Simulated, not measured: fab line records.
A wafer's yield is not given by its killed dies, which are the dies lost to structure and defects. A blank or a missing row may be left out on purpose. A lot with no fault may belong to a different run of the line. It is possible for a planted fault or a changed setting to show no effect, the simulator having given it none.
Which tool is to blame? || flow berkeley_cmos170 || 14 lots with 42 wafers sampled at 3 steps, on a route of 331 steps

== WHAT THE GAUGES READ, wafer by wafer ==
UCB170_NLDD_TW_MEAS_11.
{"lot": "L861", "measured": "day 6 03:41", "on": "film_metro-03", "NLDD_TW": "2236 2240 2237"}
{"lot": "L862", "measured": "day 6 19:54", "on": "film_metro-04", "NLDD_TW": "2200 2207 2223"}
{"lot": "L863", "measured": "day 7 06:43", "on": "film_metro-02", "NLDD_TW": "2233 2228 2233"}
{"lot": "L865", "measured": "day 7 06:56", "on": "film_metro-02", "NLDD_TW": "2228 2238 2240"}
{"lot": "L864", "measured": "day 7 07:29", "on": "film_metro-02", "NLDD_TW": "2233 2241 2231"}
{"lot": "L867", "measured": "day 8 04:59", "on": "film_metro-04", "NLDD_TW": "2182 2185 2175"}
{"lot": "L868", "measured": "day 8 10:54", "on": "film_metro-04", "NLDD_TW": "2184 2187 2189"}
{"lot": "L869", "measured": "day 8 11:32", "on": "film_metro-03", "NLDD_TW": "2222 2221 2222"}
{"lot": "L871", "measured": "day 8 20:08", "on": "film_metro-04", "NLDD_TW": "2192 2181 2191"}
{"lot": "L876", "measured": "day 10 06:52", "on": "film_metro-03", "NLDD_TW": "2305 2321 2315"}
{"lot": "L883", "measured": "day 10 20:23", "on": "film_metro-04", "NLDD_TW": "2186 2203 2206"}
{"lot": "L881", "measured": "day 10 20:31", "on": "film_metro-03", "NLDD_TW": "2288 2313 2296"}
{"lot": "L882", "measured": "day 10 20:38", "on": "film_metro-02", "NLDD_TW": "2211 2194 2203"}
{"lot": "L884", "measured": "day 11 05:26", "on": "film_metro-04", "NLDD_TW": "2195 2200 2189"}

UCB170_SDANNEAL_RS_MEAS_05: uses a four-point probe to measure.
{"lot": "L861", "measured": "day 6 13:23", "on": "film_metro-02", "NLDD_RS (ohm/sq)": "615.4 613.8 614.9"}
{"lot": "L862", "measured": "day 7 06:01", "on": "film_metro-04", "NLDD_RS (ohm/sq)": "615.8 615.2 613.7"}
{"lot": "L863", "measured": "day 7 17:41", "on": "film_metro-04", "NLDD_RS (ohm/sq)": "616.2 618.0 615.8"}
{"lot": "L865", "measured": "day 7 17:51", "on": "film_metro-03", "NLDD_RS (ohm/sq)": "614.2 613.7 614.3"}
{"lot": "L864", "measured": "day 7 17:59", "on": "film_metro-02", "NLDD_RS (ohm/sq)": "611.4 612.7 614.4"}
{"lot": "L867", "measured": "day 8 13:29", "on": "film_metro-03", "NLDD_RS (ohm/sq)": "617.1 618.5 616.6"}
{"lot": "L868", "measured": "day 8 21:07", "on": "film_metro-02", "NLDD_RS (ohm/sq)": "616.3 617.3 617.1"}
{"lot": "L869", "measured": "day 8 21:21", "on": "film_metro-04", "NLDD_RS (ohm/sq)": "615.6 617.5 616.0"}
{"lot": "L871", "measured": "day 9 07:29", "on": "film_metro-04", "NLDD_RS (ohm/sq)": "615.7 616.6 616.2"}
{"lot": "L876", "measured": "day 10 17:07", "on": "film_metro-04", "NLDD_RS (ohm/sq)": "578.9 575.4 575.7"}
{"lot": "L883", "measured": "day 11 08:44", "on": "film_metro-02", "NLDD_RS (ohm/sq)": "616.5 616.7 615.4"}
{"lot": "L881", "measured": "day 11 08:53", "on": "film_metro-03", "NLDD_RS (ohm/sq)": "576.5 574.2 575.7"}
{"lot": "L882", "measured": "day 11 08:50", "on": "film_metro-04", "NLDD_RS (ohm/sq)": "615.1 615.3 614.7"}
{"lot": "L884", "measured": "day 11 16:00", "on": "film_metro-02", "NLDD_RS (ohm/sq)": "615.4 613.6 615.5"}

== WHAT TOOL EACH LOT RAN ON (gives the tool, then ch and the chambers of the sampled wafers, and finally the start) ==
{"lot": "L861", "UCB170_NLDD_IMPLANT_08": "implanter-01 ch 0, day 6 03:17"}
{"lot": "L862", "UCB170_NLDD_IMPLANT_08": "implanter-04 ch 0, day 6 19:30"}
{"lot": "L863", "UCB170_NLDD_IMPLANT_08": "implanter-01 ch 0, day 7 06:19"}
{"lot": "L865", "UCB170_NLDD_IMPLANT_08": "implanter-02 ch 0, day 7 06:32"}
{"lot": "L864", "UCB170_NLDD_IMPLANT_08": "implanter-01 ch 0, day 7 07:05"}
{"lot": "L867", "UCB170_NLDD_IMPLANT_08": "implanter-04 ch 0, day 8 04:36"}
{"lot": "L868", "UCB170_NLDD_IMPLANT_08": "implanter-01 ch 0, day 8 10:31"}
{"lot": "L869", "UCB170_NLDD_IMPLANT_08": "implanter-01 ch 0, day 8 11:10"}
{"lot": "L871", "UCB170_NLDD_IMPLANT_08": "implanter-01 ch 0, day 8 19:46"}
{"lot": "L876", "UCB170_NLDD_IMPLANT_08": "implanter-01 ch 0, day 10 06:28"}
{"lot": "L883", "UCB170_NLDD_IMPLANT_08": "implanter-02 ch 0, day 10 20:01"}
{"lot": "L881", "UCB170_NLDD_IMPLANT_08": "implanter-01 ch 0, day 10 20:07"}
{"lot": "L882", "UCB170_NLDD_IMPLANT_08": "implanter-04 ch 0, day 10 20:14"}
{"lot": "L884", "UCB170_NLDD_IMPLANT_08": "implanter-02 ch 0, day 11 05:02"}
- UCB170_NLDD_IMPLANT_08

== WHAT THE TOOLS THEMSELVES READ (means of the sampled wafers that have a number; where no wafer has one, the mark that the record gives instead) ==
UCB170_NLDD_IMPLANT_08.
{"lot": "L861", "tool": "implanter-01", "beam_energy_keV": 30.010}
{"lot": "L862", "tool": "implanter-04", "beam_energy_keV": 30.006}
{"lot": "L863", "tool": "implanter-01", "beam_energy_keV": 30.007}
{"lot": "L865", "tool": "implanter-02", "beam_energy_keV": 29.995}
{"lot": "L864", "tool": "implanter-01", "beam_energy_keV": 30.005}
{"lot": "L867", "tool": "implanter-04", "beam_energy_keV": 29.998}
{"lot": "L868", "tool": "implanter-01", "beam_energy_keV": 29.986}
{"lot": "L869", "tool": "implanter-01", "beam_energy_keV": 29.999}
{"lot": "L871", "tool": "implanter-01", "beam_energy_keV": 29.996}
{"lot": "L876", "tool": "implanter-01", "beam_energy_keV": 40.505}
{"lot": "L883", "tool": "implanter-02", "beam_energy_keV": 30.007}
{"lot": "L881", "tool": "implanter-01", "beam_energy_keV": 40.499}
{"lot": "L882", "tool": "implanter-04", "beam_energy_keV": 29.995}
{"lot": "L884", "tool": "implanter-02", "beam_energy_keV": 30.005}

== THE ANSWER, worked out from the rows above alone ==
Rule: what is usual is taken from the lots themselves. The widest of any qualifying gaps counts: lots, ordered by their means at a reading, are off when they make up no more than a third of the lots, leave a main group of 4 or more, and stand apart from it by 3 or more times the standard deviation of that group's means. The tables above print the reading to a certain number of digits; a main group whose means all agree to those digits is not used. A lot without any number at a reading at which 4 lots or more have one is off too. Any other lot the step has rows for is counted as sound. First the gauges in route order, then the tools' own readings, where a lot's mean is used as printed above. The first step at which some lot is off is used, and at that step the reading that is off furthest; a lot without a number counts as furthest.
Off: L876, L881, at UCB170_NLDD_TW_MEAS_11 (NLDD_TW). Mean 2210 and standard deviation 20 in the main group.
A tool fits if, at a process step before that reading, it ran every lot that is off, and no sound lot after the first of them. The gauges at UCB170_NLDD_TW_MEAS_11 aren't tried: what is off there is off at UCB170_NLDD_IMPLANT_08 too, on other tools, and a gauge's error can't cause that. One candidate fits, namely implanter-01 at UCB170_NLDD_IMPLANT_08. A fault onset in the window from L871 (day 8 19:46, its last sound lot) to L876 (day 10 06:28, its first lot off) fits.
On the lots that are off, the tool's own readings at UCB170_NLDD_IMPLANT_08 differ by more than 5 times the standard deviation of the sound lots' means, which bears it out; beam_energy_keV reads 40.502 there versus 30.001 on the sound lots.

== WHAT THE SIMULATOR PUT IN ==
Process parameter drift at UCB170_NLDD_IMPLANT_08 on implanter-01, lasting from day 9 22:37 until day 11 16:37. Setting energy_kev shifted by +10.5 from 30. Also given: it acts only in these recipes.
Struck lots among those shown: L876, L881. Same finding as the rule above.
